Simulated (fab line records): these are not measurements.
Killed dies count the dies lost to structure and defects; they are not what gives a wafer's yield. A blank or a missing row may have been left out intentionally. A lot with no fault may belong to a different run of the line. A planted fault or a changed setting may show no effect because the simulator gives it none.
A struck lot beside a sound one :: flow rit_cmos :: 28 out of 202 route steps
Sound: wafers L851.2, L851.3, L851.6. Wafers L856.3, L856.4, L856.5 were the ones struck. The cause comes at the end.
Each step with rows lists, per side, the tool, then ch with its chambers, then its first start. Under that, the readings that differ: sound wafers :: struck wafers :: difference of the means :: sigmas: that difference in standard deviations of wafers without a fault.
alike: readings whose means differ by less than 2 such deviations, and words and numbers that are the same on both sides. not compared: withheld readings, readings that some wafer has no value for, bounds like >300 that may hide the same value, and numbers for which the record gives no deviation and whose values overlap.
A row with sigmas, a row that says differs or no value, or rows on one side alone: a step with any of these is where the two part. When numbers do not overlap yet have no deviation, they are printed without sigmas and do not part them. A reading missing from all wafers of one side parts the sides only when that side holds two or more wafers.

RIT_ACTIVE_BOW_MEAS_00:
  sound on film_metro-02, day 3 22:01; struck on film_metro-04, day 4 23:02
  alike: INCOMING_BOW
RIT_ACTIVE_OXIDATION_01: target thk 46.8 nm, ox time 3360 s.
  sound on furnace-02 ch 0, day 3 22:07; struck on furnace-03 ch 0, day 4 23:07
reading: spike_tc_centre_C (C)
sound: 1003.0 1003.1 1001.7
struck: 981.3 981.3 981.0
difference: -21.4
sigmas: -21

reading: spike_tc_load_C (C)
sound: 1024 1022 1021
struck: 999 1001 1000
difference: -22
sigmas: -6

reading: spike_tc_source_C (C)
sound: 1023.4 1023.3 1023.8
struck: 1005.4 1004.5 1002.9
difference: -19.2
sigmas: -8

reading: tube_center_temp_C (C)
sound: 1000 999.98 1000
struck: 976.67 976.82 976.92
difference: -23.19
sigmas: -99 or more

reading: tube_center_temp_C_max
sound: 1002.6 1002.8 1003.2
struck: 979.5 978.9 980.2
difference: -23.3
sigmas: -53

reading: model.SiO2_of_ACTIVE_OXIDATION_01.thk_nm (nm)
sound: 47.25 47.45 46.77
struck: 37.16 37.98 37.88
difference: -9.48
sigmas: 
RIT_ACTIVE_THK_MEAS_02:
  sound on film_metro-04, day 4 00:04; struck on film_metro-04, day 5 01:04
reading: ACTIVE_OXIDE_THK (nm)
sound: 47.3 47.4 46.8
struck: 37.1 38.0 37.9
difference: -9.5
sigmas: -13
then, 1 step without rows for these wafers: RIT_ACTIVE_CVD_03 (deposits Si3N4 from SiH2Cl2/NH3, target thk 150 nm, time 1500 s).
RIT_ACTIVE_THK_MEAS_04:
  sound on film_metro-02, day 4 01:32; struck on film_metro-04, day 5 02:33
  alike: ACTIVE_NITRIDE_THK
then, 6 steps without rows for these wafers: RIT_ACTIVE_HMDS_05 (prime time 60 s); RIT_ACTIVE_COAT_06 (resist thk 1000 nm); RIT_ACTIVE_SOFTBAKE_07 (time 60 s); RIT_ACTIVE_EXPOSE_08 (exposes mask M1, target cd 1400 nm); RIT_ACTIVE_PEB_09; RIT_ACTIVE_DEVELOP_10 (develop time 48.72 s).
RIT_ACTIVE_CD_MEAS_11: the cd target is 1400 nm.
  sound on cd_sem-02, day 4 02:28; struck on cd_sem-01, day 5 03:29
reading: cd_nm (nm)
sound: 1400.6 1402.7 1402.4
struck: 1397.6 1397.3 1395.6
difference: -5.1
sigmas: -2
then, 1 step without rows for these wafers: RIT_ACTIVE_HARDBAKE_12 (time 60 s).
RIT_ACTIVE_ETCH_13: etches Si3N4 in SF6, stops on SiO2, time 210 s, target depth 210 nm.
  sound on rie_diel-01 ch 0,1,2, day 4 02:43; struck on rie_diel-01 ch 0,2,3, day 5 03:43
  alike: SF6_flow_sccm, drypump_motor_current_A, oes_product_au, throttle_valve_pct
  not compared: rf_hours_counter_h
RIT_ACTIVE_STRIP_14: strips in O2, time 180 s.
  sound on plasma_asher-01 ch 1, day 4 02:50; struck on plasma_asher-04 ch 0,1, day 5 03:54
  alike: drypump_motor_current_A
  not compared: rf_hours_counter_h
RIT_ACTIVE_CD_MEAS_90: the cd target is 1400 nm.
  sound on cd_sem-01, day 4 03:02; struck on cd_sem-02, day 5 04:04
reading: cd_nm (nm)
sound: 1400.4 1402.5 1402.3
struck: 1397.8 1397.6 1396.1
difference: -4.6
sigmas: -2
then, 4 steps without rows for these wafers: RIT_ACTIVE_CLEAN_15 (cleans in SC1, time 600 s); RIT_ACTIVE_CLEAN_16 (cleans in dHF, time 30 s); RIT_ACTIVE_CLEAN_17 (cleans in SC2, time 600 s); RIT_FOX1_OXIDATION_00 (target thk 350.7 nm, ox time 1130 s).
RIT_FOX1_THK_MEAS_01:
  sound on film_metro-04, day 4 04:50; struck on film_metro-01, day 5 05:57
  alike: FOX1_OXIDE_THK
then, 2 steps without rows for these wafers: RIT_FOX1_WET_ETCH_02 (etches SiO2 in BOE, target depth 350 nm, time 390 s); RIT_FOX2_OXIDATION_00 (target thk 350.7 nm, ox time 1130 s).
RIT_FOX2_THK_MEAS_01:
  sound on film_metro-01, day 4 07:40; struck on film_metro-03, day 5 07:26
reading: FOX2_OXIDE_THK (nm)
sound: 342 345 343
struck: 362 360 355
difference: +16
sigmas: +2
then, 1 step without rows for these wafers: RIT_FOX2_CLEAN_02 (cleans in dHF, time 180 s).
RIT_FOX2_WET_ETCH_03: etches Si3N4 in H3PO4, target depth 195 nm, time 2624 s.
  sound on wet_bench-01 ch 2, day 4 07:46; struck on wet_bench-02 ch 2, day 5 07:32
reading: model.SiO2_of_ACTIVE_OXIDATION_01.thk_nm (nm)
sound: 42.04 42.23 41.62
struck: 33.12 33.85 33.76
difference: -8.39
sigmas: 
RIT_FOX2_THK_MEAS_90:
  sound on film_metro-04, day 4 08:32; struck on film_metro-01, day 5 08:19
reading: FIELD_OXIDE_LEFT_1_THK (nm)
sound: 315 318 316
struck: 334 332 328
difference: +15
sigmas: +2
RIT_M1_PROBE_99:
  sound on prober-02, day 5 21:58; struck on prober-01, day 7 00:23
reading: model.etest.nldd.width_nm (nm)
sound: 3175 3163 3191
struck: 3245 3246 3251
difference: +71
sigmas: 

reading: model.etest.pldd.width_nm (nm)
sound: 3161 3168 3198
struck: 3255 3259 3238
difference: +75
sigmas: 

reading: model.etest.nmos_narrow.drive_ua_um
sound: 230.4 229.7 230
struck: 245.5 244.1 243.8
difference: +14.4
sigmas: 

reading: model.etest.cap_n_gate.c_min_ff_um2
sound: 2.409 2.399 2.396
struck: 2.329 2.333 2.338
difference: -0.068
sigmas: 
  alike: killed_at_contacts, killed_at_front_end, killed_dies, killed_open, killed_short
  not compared: model.etest.nplus_sal.width_nm, model.etest.pplus_sal.width_nm, model.etest.pmos_narrow.drive_ua_um, model.etest.iso_nwell_nwell.lateral_log10_a_um

## WHERE THEY PART
Last at RIT_FOX2_THK_MEAS_90 as far as this record goes, first at RIT_ACTIVE_OXIDATION_01. Later steps at which nothing parts them and some readings are alike: RIT_M1_PROBE_99.

WHY: what the simulator had put in
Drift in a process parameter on furnace-03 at RIT_ACTIVE_OXIDATION_01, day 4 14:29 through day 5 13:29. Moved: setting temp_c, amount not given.
